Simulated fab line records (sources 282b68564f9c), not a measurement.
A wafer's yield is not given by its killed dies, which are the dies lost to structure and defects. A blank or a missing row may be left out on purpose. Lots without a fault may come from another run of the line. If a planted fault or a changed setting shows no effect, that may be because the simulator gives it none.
Which of the tools did it? ; flow ritCmos ; 39 wafers from 13 lots sampled at 2 of the route's 202 steps

== WHAT THE GAUGES SHOWED, per wafer ==
RIT_PLDD_TW_MEAS_10.
lot;measured;on;PLDD_TW
L342;day 2 19:28;filmMetro-04;2335 2327 2319
L344;day 3 05:08;filmMetro-02;2328 2320 2335
L346;day 3 16:47;filmMetro-04;2355 2356 2350
L347;day 3 20:26;filmMetro-01;2348 2347 2353
L348;day 4 00:32;filmMetro-04;2329 2330 2324
L349;day 4 05:59;filmMetro-02;2344 2347 2348
L350;day 4 11:59;filmMetro-02;2342 2349 2356
L351;day 4 17:52;filmMetro-01;2369 2361 2373
L352;day 4 20:40;filmMetro-01;2377 2366 2356
L353;day 5 02:25;filmMetro-02;2352 2352 2351
L354;day 5 09:06;filmMetro-04;2340 2337 2338
L359;day 6 09:26;filmMetro-01;30 30 30 30 30 30
L364;day 7 09:36;filmMetro-01;2362 2359 2342

== WHICH TOOL RAN EACH LOT (tool, then ch and the chambers of the sampled wafers, then the start) ==
lot;RIT_NLDD_STRIP_09
L342;plasmaAsher-03 ch 0,1, day 2 17:49
L344;plasmaAsher-01 ch 0,1, day 3 03:25
L346;plasmaAsher-02 ch 0,1, day 3 14:58
L347;plasmaAsher-02 ch 0,1, day 3 18:50
L348;plasmaAsher-03 ch 0,1, day 3 22:59
L349;plasmaAsher-03 ch 0,1, day 4 04:11
L350;plasmaAsher-03 ch 0,1, day 4 10:23
L351;plasmaAsher-02 ch 0,1, day 4 16:10
L352;plasmaAsher-03 ch 0,1, day 4 19:03
L353;plasmaAsher-01 ch 0,1, day 5 00:43
L354;plasmaAsher-02 ch 0,1, day 5 07:25
L359;plasmaAsher-03 ch 0,1, day 6 07:29
L364;plasmaAsher-01 ch 0,1, day 7 08:02
- RIT_NLDD_STRIP_09: strips in O2, time 180 s.

== AS READ BY THE TOOLS THEMSELVES (means over the sampled wafers that have a number; for cases with no such wafer, the mark the record gives instead) ==
RIT_NLDD_STRIP_09.
lot;tool;drypumpMotorCurrentA (A);runLengthS (s)
L342;plasmaAsher-03;5.8;208.3
L344;plasmaAsher-01;5.6;208.2
L346;plasmaAsher-02;5.2;207.9
L347;plasmaAsher-02;5.0;208.0
L348;plasmaAsher-03;5.6;208.4
L349;plasmaAsher-03;5.8;208.4
L350;plasmaAsher-03;5.7;208.4
L351;plasmaAsher-02;5.0;208.1
L352;plasmaAsher-03;5.8;208.6
L353;plasmaAsher-01;5.9;207.8
L354;plasmaAsher-02;5.0;208.0
L359;plasmaAsher-03;5.8;72.7
L364;plasmaAsher-01;5.6;208.1

== THE ANSWER, worked out from the rows above alone ==
Rule: the usual values come from the lots themselves. Put in order of their means at a reading, lots are off if they are a third of the lots or fewer, leave a main group of 4 or more, and stand apart from it by a gap of 3 or more times the standard deviation of the main group's means; of several such gaps the widest counts. A main group whose means are all the same, to the digits that the tables above print for the reading, isn't used. A lot without any number at a reading at which 4 lots or more have one is off too. Where the step has rows for the other lots, those lots are counted as sound. After the gauges, taken in route order, come the tools' own readings; for these a lot's mean is taken, as printed above. At the first step where some lot is off, the reading lying furthest off is the one used; lots without a number count as furthest.
Off: at RIT_PLDD_TW_MEAS_10 (PLDD_TW), L359. For the main group the mean is 2347 and the standard deviation 13.
A tool fits if, at a process step before that reading, it ran every lot that is off, and no sound lot after the first of them. The gauges at RIT_PLDD_TW_MEAS_10 aren't tried: what is off there is off at RIT_NLDD_STRIP_09 too, on other tools, and a gauge's error can't cause that. One candidate fits, namely plasmaAsher-03 at RIT_NLDD_STRIP_09. Its last sound lot is L352 (day 4 19:03), its first lot that is off L359 (day 6 07:29): a fault that began between those two fits.
The tool's own readings at RIT_NLDD_STRIP_09 bear it out: on the lots that are off they differ by more than 5 times the standard deviation of the sound lots' means. runLengthS reads 72.7 s there against 208.2 s on the sound lots.

== WHAT THE SIMULATOR PUT IN ==
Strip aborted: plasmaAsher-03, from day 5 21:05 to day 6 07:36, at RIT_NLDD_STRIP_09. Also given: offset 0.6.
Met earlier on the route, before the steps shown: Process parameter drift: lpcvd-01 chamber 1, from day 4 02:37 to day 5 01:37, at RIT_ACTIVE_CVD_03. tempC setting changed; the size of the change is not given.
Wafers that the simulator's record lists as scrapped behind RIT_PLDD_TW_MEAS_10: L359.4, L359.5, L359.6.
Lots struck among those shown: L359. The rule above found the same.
